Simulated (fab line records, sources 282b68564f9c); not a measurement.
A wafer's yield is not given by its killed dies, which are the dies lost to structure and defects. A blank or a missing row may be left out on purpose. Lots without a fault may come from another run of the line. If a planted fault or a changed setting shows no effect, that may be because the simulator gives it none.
Split-lot trial || flow ritCmos || route with 202 steps; 5 lots, 23 wafers read

THE SPLIT ITSELF
At RIT_PLDD_SOFTBAKE_02 (time 60 s), the setting tempC was moved away from the recipe's 90 C on 7 of the 23 wafers read, by +1.5% to +4.2%. This setting was run at the recipe's value on the other wafers.

The reading is taken at the split's own step.

THE READING
NOVOLAK_of_PLDD_COAT_01.thkNm (the simulator's own value, which no gauge read), in nm, at RIT_PLDD_SOFTBAKE_02 (time 60 s). The file gives no usual value for it. Here, 16 wafers ran the recipe; their average is 1002.0 nm with a standard deviation of 2 nm.

{"wafer": "L077.4", "tool, chamber at the split": "lithoTrack-02, 0", "tempC as run, C": 90, "against the recipe": "recipe", "NOVOLAK_of_PLDD_COAT_01.thkNm, nm": 1001, "against lot-mates on the recipe": "-"}
{"wafer": "L077.5", "tool, chamber at the split": "lithoTrack-02, 0", "tempC as run, C": 90, "against the recipe": "recipe", "NOVOLAK_of_PLDD_COAT_01.thkNm, nm": 999.7, "against lot-mates on the recipe": "-"}
{"wafer": "L077.6", "tool, chamber at the split": "lithoTrack-02, 0", "tempC as run, C": 90, "against the recipe": "recipe", "NOVOLAK_of_PLDD_COAT_01.thkNm, nm": 997.7, "against lot-mates on the recipe": "-"}
{"wafer": "L082.1", "tool, chamber at the split": "lithoTrack-01, 0", "tempC as run, C": 93.74, "against the recipe": "+4.2%", "NOVOLAK_of_PLDD_COAT_01.thkNm, nm": 993.6, "against lot-mates on the recipe": -9.4}
{"wafer": "L082.2", "tool, chamber at the split": "lithoTrack-01, 0", "tempC as run, C": 90, "against the recipe": "recipe", "NOVOLAK_of_PLDD_COAT_01.thkNm, nm": 1004, "against lot-mates on the recipe": "-"}
{"wafer": "L082.3", "tool, chamber at the split": "lithoTrack-01, 0", "tempC as run, C": 90, "against the recipe": "recipe", "NOVOLAK_of_PLDD_COAT_01.thkNm, nm": 1002, "against lot-mates on the recipe": "-"}
{"wafer": "L082.4", "tool, chamber at the split": "lithoTrack-01, 0", "tempC as run, C": 93.74, "against the recipe": "+4.2%", "NOVOLAK_of_PLDD_COAT_01.thkNm, nm": 992.4, "against lot-mates on the recipe": -10.6}
{"wafer": "L082.6", "tool, chamber at the split": "lithoTrack-01, 0", "tempC as run, C": 93.74, "against the recipe": "+4.2%", "NOVOLAK_of_PLDD_COAT_01.thkNm, nm": 990.9, "against lot-mates on the recipe": -12.1}
{"wafer": "L083.2", "tool, chamber at the split": "lithoTrack-01, 0", "tempC as run, C": 90, "against the recipe": "recipe", "NOVOLAK_of_PLDD_COAT_01.thkNm, nm": 1004, "against lot-mates on the recipe": "-"}
{"wafer": "L083.3", "tool, chamber at the split": "lithoTrack-01, 0", "tempC as run, C": 90, "against the recipe": "recipe", "NOVOLAK_of_PLDD_COAT_01.thkNm, nm": 1003, "against lot-mates on the recipe": "-"}
{"wafer": "L083.6", "tool, chamber at the split": "lithoTrack-01, 0", "tempC as run, C": 90, "against the recipe": "recipe", "NOVOLAK_of_PLDD_COAT_01.thkNm, nm": 1003, "against lot-mates on the recipe": "-"}
{"wafer": "L083.4", "tool, chamber at the split": "lithoTrack-01, 0", "tempC as run, C": 90, "against the recipe": "recipe", "NOVOLAK_of_PLDD_COAT_01.thkNm, nm": 1000, "against lot-mates on the recipe": "-"}
{"wafer": "L083.5", "tool, chamber at the split": "lithoTrack-01, 0", "tempC as run, C": 90, "against the recipe": "recipe", "NOVOLAK_of_PLDD_COAT_01.thkNm, nm": 999.9, "against lot-mates on the recipe": "-"}
{"wafer": "L084.1", "tool, chamber at the split": "lithoTrack-04, 0", "tempC as run, C": 90, "against the recipe": "recipe", "NOVOLAK_of_PLDD_COAT_01.thkNm, nm": 1005, "against lot-mates on the recipe": "-"}
{"wafer": "L084.2", "tool, chamber at the split": "lithoTrack-04, 0", "tempC as run, C": 90, "against the recipe": "recipe", "NOVOLAK_of_PLDD_COAT_01.thkNm, nm": 1005, "against lot-mates on the recipe": "-"}
{"wafer": "L084.3", "tool, chamber at the split": "lithoTrack-04, 0", "tempC as run, C": 91.33, "against the recipe": "+1.5%", "NOVOLAK_of_PLDD_COAT_01.thkNm, nm": 1002, "against lot-mates on the recipe": -2.3}
{"wafer": "L084.5", "tool, chamber at the split": "lithoTrack-04, 0", "tempC as run, C": 90, "against the recipe": "recipe", "NOVOLAK_of_PLDD_COAT_01.thkNm, nm": 1003, "against lot-mates on the recipe": "-"}
{"wafer": "L084.6", "tool, chamber at the split": "lithoTrack-04, 0", "tempC as run, C": 91.33, "against the recipe": "+1.5%", "NOVOLAK_of_PLDD_COAT_01.thkNm, nm": 997.3, "against lot-mates on the recipe": -7.0}
{"wafer": "L085.1", "tool, chamber at the split": "lithoTrack-02, 0", "tempC as run, C": 90, "against the recipe": "recipe", "NOVOLAK_of_PLDD_COAT_01.thkNm, nm": 1003, "against lot-mates on the recipe": "-"}
{"wafer": "L085.3", "tool, chamber at the split": "lithoTrack-02, 0", "tempC as run, C": 91.97, "against the recipe": "+2.2%", "NOVOLAK_of_PLDD_COAT_01.thkNm, nm": 996.9, "against lot-mates on the recipe": -4.8}
{"wafer": "L085.4", "tool, chamber at the split": "lithoTrack-02, 0", "tempC as run, C": 90, "against the recipe": "recipe", "NOVOLAK_of_PLDD_COAT_01.thkNm, nm": 1001, "against lot-mates on the recipe": "-"}
{"wafer": "L085.6", "tool, chamber at the split": "lithoTrack-02, 0", "tempC as run, C": 90, "against the recipe": "recipe", "NOVOLAK_of_PLDD_COAT_01.thkNm, nm": 1001, "against lot-mates on the recipe": "-"}
{"wafer": "L085.5", "tool, chamber at the split": "lithoTrack-02, 0", "tempC as run, C": 91.97, "against the recipe": "+2.2%", "NOVOLAK_of_PLDD_COAT_01.thkNm, nm": 995.1, "against lot-mates on the recipe": -6.6}

FIT RESULTS
A straight line over all 23 wafers: NOVOLAK_of_PLDD_COAT_01.thkNm changes by -2.36 nm for each +1% of tempC; r = -0.87; the points scatter about the line by 2 nm.
The same after taking each lot's own level away (the mean of its wafers on the recipe; 23 wafers): -2.6 nm for each +1%; r = -0.94; scatter 1.5 nm.
Per that fit: largest tempC move, reading shift of 11 nm.
The span of the lots' own levels, 999.47 to 1004.33 nm, comes to 2.4 times the standard deviation stated above.
The two slopes agree, so the slope changes little with the lot-to-lot level.
Check: -11.4 nm against its lot-mates is what the line predicts for one of the wafers moved furthest among these (+4.2%) when that wafer is left out of the fit. Against them it came out at -9.4 nm.

ADDITIONAL SPLITS CARRIED BY THESE WAFERS
Other splits were also applied to these wafers ahead of the reading. Each is held against what the fit with the lots' levels taken away leaves over:
{"other split on the same wafers": "RIT_ACTIVE_CVD_03 sih2cl2FlowSccm", "wafers away from the commonest value": 15, "r with NOVOLAK_of_PLDD_COAT_01.thkNm (lot level and that fit taken away)": "+0.05"}
{"other split on the same wafers": "RIT_ACTIVE_ETCH_13 overEtchFrac", "wafers away from the commonest value": 2, "r with NOVOLAK_of_PLDD_COAT_01.thkNm (lot level and that fit taken away)": "+0.10"}
{"other split on the same wafers": "RIT_FOX2_OXIDATION_00 tempC", "wafers away from the commonest value": 10, "r with NOVOLAK_of_PLDD_COAT_01.thkNm (lot level and that fit taken away)": "+0.01"}
{"other split on the same wafers": "RIT_NWELL_IMPLANT_08 energyKev", "wafers away from the commonest value": 9, "r with NOVOLAK_of_PLDD_COAT_01.thkNm (lot level and that fit taken away)": "+0.12"}
{"other split on the same wafers": "RIT_NRETRO_IMPLANT_08 energyKev", "wafers away from the commonest value": 10, "r with NOVOLAK_of_PLDD_COAT_01.thkNm (lot level and that fit taken away)": -0.17}
{"other split on the same wafers": "RIT_PRETRO_COAT_01 resistThkNm", "wafers away from the commonest value": 11, "r with NOVOLAK_of_PLDD_COAT_01.thkNm (lot level and that fit taken away)": -0.41}
{"other split on the same wafers": "RIT_GATE_CLEAN_04 timeS", "wafers away from the commonest value": 10, "r with NOVOLAK_of_PLDD_COAT_01.thkNm (lot level and that fit taken away)": -0.01}
{"other split on the same wafers": "RIT_GATE_DEVELOP_15 developTimeS", "wafers away from the commonest value": 10, "r with NOVOLAK_of_PLDD_COAT_01.thkNm (lot level and that fit taken away)": "+0.01"}

FILE'S OWN FIT
NOVOLAK_of_PLDD_COAT_01.thkNm changes by -2.65 nm for each +1% of tempC, r = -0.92.
